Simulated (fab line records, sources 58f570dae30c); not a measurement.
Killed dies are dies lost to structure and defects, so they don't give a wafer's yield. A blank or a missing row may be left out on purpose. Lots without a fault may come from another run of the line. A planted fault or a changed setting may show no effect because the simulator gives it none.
Tool commonality check | flow berkeley_cmos170 | 15 lots, 54 wafers sampled

WHY IT WAS OPENED
At UCB170_NWELL_THK_MEAS_05 the reading NWELL_NITRIDE_THK is flagged on 3 of 15 lots. Wafers without a fault read 223.9 nm, standard deviation 2.
Rule: a lot is flagged when every wafer of it that has a number lies more than 4 standard deviations from that mean, or none has a number. The other lots count as sound.

lot  | measured    | on            | NWELL_NITRIDE_THK (nm), wafer by wafer | flag
L511 | day 2 07:44 | film_metro-04 | 224.0 222.2 223.7                      |
L512 | day 2 13:45 | film_metro-03 | 222.6 221.7 220.7                      |
L513 | day 2 13:46 | film_metro-01 | 223.0 223.8 226.2                      |
L515 | day 3 06:19 | film_metro-03 | 225.1 222.9 223.5                      |
L516 | day 3 09:53 | film_metro-01 | 226.4 227.5 227.6                      |
L518 | day 4 01:07 | film_metro-01 | 223.1 221.2 220.6                      |
L522 | day 4 18:34 | film_metro-03 | 224.9 224.4 225.9                      |
L525 | day 4 23:54 | film_metro-01 | 222.9 224.7 224.9                      |
L526 | day 5 13:14 | film_metro-03 | 198.8 195.0 198.0 198.7 194.8 197.8    | FLAGGED
L527 | day 5 16:57 | film_metro-01 | 198.2 198.1 197.3 198.1 198.0 197.3    | FLAGGED
L528 | day 5 20:17 | film_metro-01 | 196.2 195.2 196.9 196.4 195.2 196.8    | FLAGGED
L530 | day 5 23:55 | film_metro-01 | 221.0 220.6 221.9                      |
L531 | day 6 09:32 | film_metro-01 | 228.7 225.4 226.3                      |
L533 | day 6 20:24 | film_metro-04 | 226.9 227.4 226.6                      |
L534 | day 7 08:06 | film_metro-03 | 222.5 222.0 222.6                      |
The numbers of the flagged lots are 197.0 nm on average: -26.9 nm against the usual, or -13 standard deviations.

WHICH TOOL RAN EACH LOT
The record holds 1 process step before the reading, out of a route of 331 steps. In each cell: the tool, then ch and the chambers that the sampled wafers went through, then the start.
lot  | flag    | UCB170_NWELL_CVD_04
L511 |         | lpcvd-01 ch 1, day 2 05:48
L512 |         | lpcvd-02 ch 1, day 2 11:49
L513 |         | lpcvd-02 ch 0, day 2 11:49
L515 |         | lpcvd-01 ch 0, day 3 04:22
L516 |         | lpcvd-01 ch 0, day 3 07:57
L518 |         | lpcvd-02 ch 0, day 3 22:13
L522 |         | lpcvd-02 ch 1, day 4 16:37
L525 |         | lpcvd-01 ch 0, day 4 21:58
L526 | FLAGGED | lpcvd-01 ch 1, day 5 11:18
L527 | FLAGGED | lpcvd-01 ch 0, day 5 15:01
L528 | FLAGGED | lpcvd-01 ch 1, day 5 18:21
L530 |         | lpcvd-02 ch 0, day 5 21:58
L531 |         | lpcvd-02 ch 1, day 6 07:36
L533 |         | lpcvd-02 ch 0, day 6 18:28
L534 |         | lpcvd-02 ch 0, day 7 06:10
What these steps do:
- UCB170_NWELL_CVD_04: deposits Si3N4 from SiH2Cl2/NH3, target thk 224 nm, time 3360 s.
- UCB170_NWELL_THK_MEAS_05

FLAGGED OVER TOTAL, TOOL BY TOOL (the gauges that took the reading come last)
step                     | tool          | lots run | flagged | share of the flagged lots | sound lots run after its first flagged lot
UCB170_NWELL_CVD_04      | lpcvd-01      | 7        | 3       | all                       | 0
UCB170_NWELL_CVD_04      | lpcvd-02      | 8        | 0       | none                      | -
UCB170_NWELL_THK_MEAS_05 | film_metro-01 | 8        | 2       | some                      | 2 (L530,L531)
UCB170_NWELL_THK_MEAS_05 | film_metro-03 | 5        | 1       | some                      | 1 (L534)
UCB170_NWELL_THK_MEAS_05 | film_metro-04 | 2        | 0       | none                      | -

WHAT THE TABLE ALLOWS
1 row of the table ran every flagged lot: lpcvd-01 at UCB170_NWELL_CVD_04.
- lpcvd-01 at UCB170_NWELL_CVD_04: 3 of its 7 lots flagged. Its last sound lot is L525 (day 4 21:58), its first flagged lot L526 (day 5 11:18): a fault that began between those two fits. Its own readings lie more than 4 standard deviations out on every wafer of the flagged lots: spike_tc_centre_C, spike_tc_source_C, susceptor_temp_C.
One tool is left: lpcvd-01 at UCB170_NWELL_CVD_04.

WHAT THE SIMULATOR HAD PUT IN
Process parameter drift: lpcvd-01, from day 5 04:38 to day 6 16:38, at UCB170_NWELL_CVD_04. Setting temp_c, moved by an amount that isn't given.
Lots struck among those shown: L526, L527, L528. The rule above found the same.
